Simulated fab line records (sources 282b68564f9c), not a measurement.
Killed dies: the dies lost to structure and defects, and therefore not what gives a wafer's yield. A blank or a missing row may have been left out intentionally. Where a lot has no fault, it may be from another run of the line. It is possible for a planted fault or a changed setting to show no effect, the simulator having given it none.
Check for tools in common -- flow rit-cmos -- 14 lots and 42 wafers in the sample

REASON IT WAS OPENED
2 of 14 lots carry a flag on the reading SPACER_NITRIDE_THK at RIT_SPACER_THK_MEAS_04. Wafers without a fault read 249.8 nm, standard deviation 2.
Rule: a lot is flagged when every wafer of it that has a number lies more than 4 standard deviations from that mean, or none has a number. The rest of the lots are taken to be sound.

lot,measured,on,"SPACER_NITRIDE_THK (nm), wafer by wafer",flag
L641,day 3 02:05,film-metro-01,247.6 249.1 247.4,
L642,day 3 04:42,film-metro-01,249.4 249.7 251.6,
L644,day 3 17:03,film-metro-03,246.8 248.1 247.4,
L646,day 4 00:50,film-metro-02,253.0 251.6 252.1,
L647,day 4 07:44,film-metro-03,499.8 497.0 497.1,FLAGGED
L648,day 4 09:13,film-metro-03,252.6 253.5 255.5,
L649,day 4 18:28,film-metro-03,246.8 245.9 247.7,
L650,day 5 01:35,film-metro-02,250.1 252.8 251.1,
L652,day 5 09:02,film-metro-03,503.7 507.0 500.9,FLAGGED
L659,day 6 21:26,film-metro-03,249.6 250.0 250.9,
L660,day 6 23:22,film-metro-01,252.3 252.7 251.1,
L661,day 7 07:03,film-metro-02,247.7 248.6 247.7,
L662,day 7 08:39,film-metro-03,246.2 246.9 246.2,
L664,day 7 22:56,film-metro-03,251.7 247.8 247.6,
Flagged lots average 500.9 nm: +251.1 nm relative to the usual, that is +99 or more standard deviations.

WHICH TOOL RAN EACH LOT
The record holds 1 process step before the reading, out of a route of 202 steps. Read each cell as the tool, then ch plus the chambers that the sampled wafers visited, then the start.
lot,flag,RIT_SPACER_CVD_03
L641,,"lpcvd-01 ch 1, day 3 00:10"
L642,,"lpcvd-01 ch 0, day 3 02:47"
L644,,"lpcvd-01 ch 0, day 3 14:11"
L646,,"lpcvd-01 ch 1, day 3 22:55"
L647,FLAGGED,"lpcvd-01 ch 0, day 4 03:11 and lpcvd-02 ch 0, day 4 05:49"
L648,,"lpcvd-02 ch 1, day 4 07:18"
L649,,"lpcvd-02 ch 1, day 4 16:32"
L650,,"lpcvd-01 ch 1, day 4 22:43"
L652,FLAGGED,"lpcvd-02 ch 1, day 5 05:01"
L659,,"lpcvd-01 ch 0, day 6 19:31"
L660,,"lpcvd-01 ch 1, day 6 21:26"
L661,,"lpcvd-02 ch 1, day 7 05:08"
L662,,"lpcvd-01 ch 1, day 7 06:44"
L664,,"lpcvd-01 ch 0, day 7 21:00"
What these steps do:
- RIT_SPACER_CVD_03: deposits Si3N4 from SiH2Cl2/NH3, target thk 250 nm, time 3300 s.
- RIT_SPACER_THK_MEAS_04

FLAGGED OVER TOTAL, TOOL BY TOOL (the gauges that took the reading come last)
step,tool,lots run,flagged,share of the flagged lots,sound lots run after its first flagged lot
RIT_SPACER_CVD_03,lpcvd-01,10,1,some,"5 (L650,L659,L660,L662,L664)"
RIT_SPACER_CVD_03,lpcvd-02,5,2,all,"3 (L648,L649,L661)"
RIT_SPACER_THK_MEAS_04,film-metro-01,3,0,none,-
RIT_SPACER_THK_MEAS_04,film-metro-02,3,0,none,-
RIT_SPACER_THK_MEAS_04,film-metro-03,8,2,all,"5 (L648,L649,L659,L662,L664)"

THE TABLE: WHAT IT ALLOWS
lpcvd-02 at RIT_SPACER_CVD_03 and film-metro-03 at RIT_SPACER_THK_MEAS_04 are the 2 rows of the table that ran each flagged lot.
- lpcvd-02 at RIT_SPACER_CVD_03 ran 5 lots, 2 of them flagged. After the first flagged lot (L648, L649, L661), sound lots still ran on it; a lasting fault on the whole tool would not permit that.
- film-metro-03 at RIT_SPACER_THK_MEAS_04 ran 8 lots, 2 of them flagged. After the first flagged lot (L648, L649, L659, L662, L664), sound lots still ran on it; a lasting fault on the whole tool would not permit that.
No row of the table ran every flagged lot and no sound lot after the first.

WHAT WAS PUT IN BY THE SIMULATOR
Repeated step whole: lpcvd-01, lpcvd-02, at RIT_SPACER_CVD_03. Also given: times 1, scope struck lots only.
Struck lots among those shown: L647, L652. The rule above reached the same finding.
